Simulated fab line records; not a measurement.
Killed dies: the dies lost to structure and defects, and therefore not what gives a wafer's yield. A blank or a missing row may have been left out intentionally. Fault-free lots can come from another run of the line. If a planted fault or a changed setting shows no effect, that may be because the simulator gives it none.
Which tool did it? | flow berkeley cmos170 | 45 wafers sampled from 15 lots at 1 step of a route of 331

WHAT THE GAUGES READ, wafer by wafer
The record holds no reading of a measuring or inspecting step that can be judged against a usual standard deviation.

WHAT TOOL EACH LOT RAN ON (gives the tool, then ch and the chambers of the sampled wafers, and finally the start)
lot  | UCB170_NVT_IMPLANT_07
L718 | implanter-03 ch 0, day 6 20:29
L719 | implanter-02 ch 0, day 6 20:43
L723 | implanter-03 ch 0, day 7 07:52
L720 | implanter-01 ch 0, day 7 07:57
L722 | implanter-03 ch 0, day 7 08:26
L724 | implanter-03 ch 0, day 7 21:59
L725 | implanter-01 ch 0, day 7 22:08
L727 | implanter-02 ch 0, day 8 07:22
L730 | implanter-03 ch 0, day 9 05:02
L736 | implanter-02 ch 0, day 10 02:43
L735 | implanter-02 ch 0, day 10 02:55
L734 | implanter-02 ch 0, day 10 03:04
L739 | implanter-01 ch 0, day 10 20:19
L738 | implanter-03 ch 0, day 10 20:31
L740 | implanter-01 ch 0, day 11 04:32
- UCB170_NVT_IMPLANT_07

AS READ BY THE TOOLS THEMSELVES (means over the sampled wafers that have a number; for cases with no such wafer, the mark the record gives instead)
UCB170_NVT_IMPLANT_07. Usual: tilt deg 6.997 degrees, standard deviation 0.021.
lot  | tool         | tilt deg (degrees) | flag
L718 | implanter-03 | 6.984              |
L719 | implanter-02 | 6.981              |
L723 | implanter-03 | 7.018              |
L720 | implanter-01 | 7.019              |
L722 | implanter-03 | 6.958              |
L724 | implanter-03 | 7.008              |
L725 | implanter-01 | 6.999              |
L727 | implanter-02 | 6.992              |
L730 | implanter-03 | 7.008              |
L736 | implanter-02 | 4.129              | OFF
L735 | implanter-02 | 4.129              | OFF
L734 | implanter-02 | 4.161              | OFF
L739 | implanter-01 | 7.006              |
L738 | implanter-03 | 7.004              |
L740 | implanter-01 | 6.983              |

THE ANSWER, worked out from the rows above alone
Rule: a lot is off if the mean of its wafers that have a number lies more than 3 standard deviations from the usual mean. A lot without any number at a reading at which 4 lots or more have one is off too. Any other lot the step has rows for is counted as sound. After the gauges, taken in route order, come the tools' own readings; for these a lot's mean is taken, as printed above. The first step at which some lot is off is used, and at that step the reading that is off furthest; a lot without a number counts as furthest.
Off: L736, L735, L734 (UCB170_NVT_IMPLANT_07, tilt deg).
If a tool, at that step or one of the process steps before it, ran each lot that is off and ran no sound lot following the first of them, it fits. One fits: UCB170_NVT_IMPLANT_07 on implanter-02. Its last sound lot is L727 (day 8 07:22), its first lot that is off L736 (day 10 02:43): a fault that began between those two fits.
The tool's own readings at UCB170_NVT_IMPLANT_07 bear it out: on the lots that are off they differ by more than 5 times the standard deviation of the sound lots' means. tilt deg reads 4.140 degrees there against 6.997 degrees on the sound lots.

WHAT WAS PUT IN BY THE SIMULATOR
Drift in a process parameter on implanter-02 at UCB170_NVT_IMPLANT_07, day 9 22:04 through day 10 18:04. Setting tilt deg, moved by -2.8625, from 7. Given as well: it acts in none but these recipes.
Shown lots that were struck: L736, L735, L734. Same finding as the rule above.
